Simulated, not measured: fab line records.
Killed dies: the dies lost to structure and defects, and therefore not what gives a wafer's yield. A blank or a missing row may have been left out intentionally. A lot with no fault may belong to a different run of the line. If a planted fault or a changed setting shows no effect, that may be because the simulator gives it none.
What tool caused it?    flow rit_cmos    15 lots with 45 wafers sampled at 2 steps, on a route of 202 steps

WHAT THE GAUGES READ, wafer by wafer
RIT_CONTACT_CD_MEAS_08 targets a cd of 1000 nm.
lot   measured     on         cd_nm (nm)
L110  day 3 04:47  cd_sem-01  999.2 998.1 1000.1
L111  day 3 09:07  cd_sem-02  1000.4 1004.1 1004.4
L112  day 3 15:48  cd_sem-02  998.9 995.2 996.2
L113  day 3 20:03  cd_sem-02  999.1 1000.2 996.3
L114  day 4 00:19  cd_sem-02  999.2 998.6 999.2
L115  day 4 04:55  cd_sem-02  997.3 997.1 995.5
L116  day 4 12:10  cd_sem-02  1007.8 1006.9 1004.9
L117  day 4 16:10  cd_sem-02  1010.2 1008.4 1010.7
L118  day 4 22:13  cd_sem-02  999.9 1002.5 1001.0
L119  day 5 00:09  cd_sem-02  998.6 997.4 996.9
L121  day 5 12:32  cd_sem-02  1003.2 1003.6 1002.0
L125  day 6 06:07  cd_sem-02  1001.9 1000.9 1001.5
L129  day 7 04:10  cd_sem-02  1000.5 1000.8 1000.2
L130  day 7 10:38  cd_sem-02  1000.8 1000.8 1001.4
L132  day 7 18:40  cd_sem-01  997.3 998.1 999.0

TOOL THAT RAN EACH LOT (tool first, then ch and the chambers of the sampled wafers, then the start)
lot   RIT_CONTACT_COAT_03
L110  litho_track-02 ch 0, day 3 03:51
L111  litho_track-04 ch 0, day 3 08:19
L112  litho_track-02 ch 0, day 3 14:52
L113  litho_track-02 ch 0, day 3 19:03
L114  litho_track-04 ch 0, day 3 23:29
L115  litho_track-02 ch 0, day 4 03:59
L116  litho_track-02 ch 0, day 4 11:21
L117  litho_track-02 ch 0, day 4 15:13
L118  litho_track-04 ch 0, day 4 21:16
L119  litho_track-04 ch 0, day 4 23:20
L121  litho_track-02 ch 0, day 5 11:44
L125  litho_track-03 ch 0, day 6 05:11
L129  litho_track-04 ch 0, day 7 03:14
L130  litho_track-03 ch 0, day 7 09:42
L132  litho_track-03 ch 0, day 7 17:44
- RIT_CONTACT_COAT_03: resist thk 1000 nm.

AS READ BY THE TOOLS THEMSELVES (means over the sampled wafers that have a number; for cases with no such wafer, the mark the record gives instead)
RIT_CONTACT_COAT_03.
lot   tool            dispense_pressure_kPa (kPa)  resist_line_temp_C (C)  spin_speed_rpm (rpm)
L110  litho_track-02  47.0                         22.88                   3246.9
L111  litho_track-04  49.7                         23.09                   3251.3
L112  litho_track-02  47.0                         22.89                   3246.7
L113  litho_track-02  47.0                         23.06                   3251.3
L114  litho_track-04  49.7                         22.96                   3252.4
L115  litho_track-02  47.0                         22.88                   3251.0
L116  litho_track-02  47.0                         23.01                   3771.2
L117  litho_track-02  47.0                         22.84                   3770.2
L118  litho_track-04  49.7                         22.86                   3248.2
L119  litho_track-04  49.7                         22.90                   3250.4
L121  litho_track-02  47.0                         22.85                   3772.4
L125  litho_track-03  53.6                         23.03                   3248.9
L129  litho_track-04  49.7                         23.07                   3248.3
L130  litho_track-03  53.6                         22.95                   3251.8
L132  litho_track-03  53.6                         23.03                   3250.0

THE ANSWER, worked out from the rows above alone
Rule: the lots themselves supply what counts as usual. Put in order of their means at a reading, lots are off if they are a third of the lots or fewer, leave a main group of 4 or more, and stand apart from it by a gap of 3 or more times the standard deviation of the main group's means; of several such gaps the widest counts. If all means in a main group match to the digits the tables above print for the reading, that group is not used. A lot without any number at a reading at which 4 lots or more have one is off too. Where the step has rows for the other lots, those lots are counted as sound. The gauges are gone through in route order, then the tools' own readings, and for those a lot's mean is taken as printed above. At the first step where some lot is off, the reading lying furthest off is the one used; lots without a number count as furthest.
Off at RIT_CONTACT_COAT_03 (spin_speed_rpm): L116, L117, L121. The main group: mean 3249.8 rpm, standard deviation 1.8.
A tool fits if, at that step or a process step before it, it ran every lot that is off, and no sound lot after the first of them. One candidate fits, namely litho_track-02 at RIT_CONTACT_COAT_03. A fault onset in the window from L115 (day 4 03:59, its last sound lot) to L116 (day 4 11:21, its first lot off) fits.
The tool's own readings at RIT_CONTACT_COAT_03 bear it out: on the lots that are off they differ by more than 5 times the standard deviation of the sound lots' means. spin_speed_rpm reads 3771.3 rpm there against 3249.8 rpm on the sound lots.

WHAT THE SIMULATOR HAD INSERTED
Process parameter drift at RIT_CONTACT_COAT_03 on litho_track-02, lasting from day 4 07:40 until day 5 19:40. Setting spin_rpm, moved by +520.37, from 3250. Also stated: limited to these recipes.
Struck lots among those shown: L116, L117, L121. This agrees with what the rule above found.
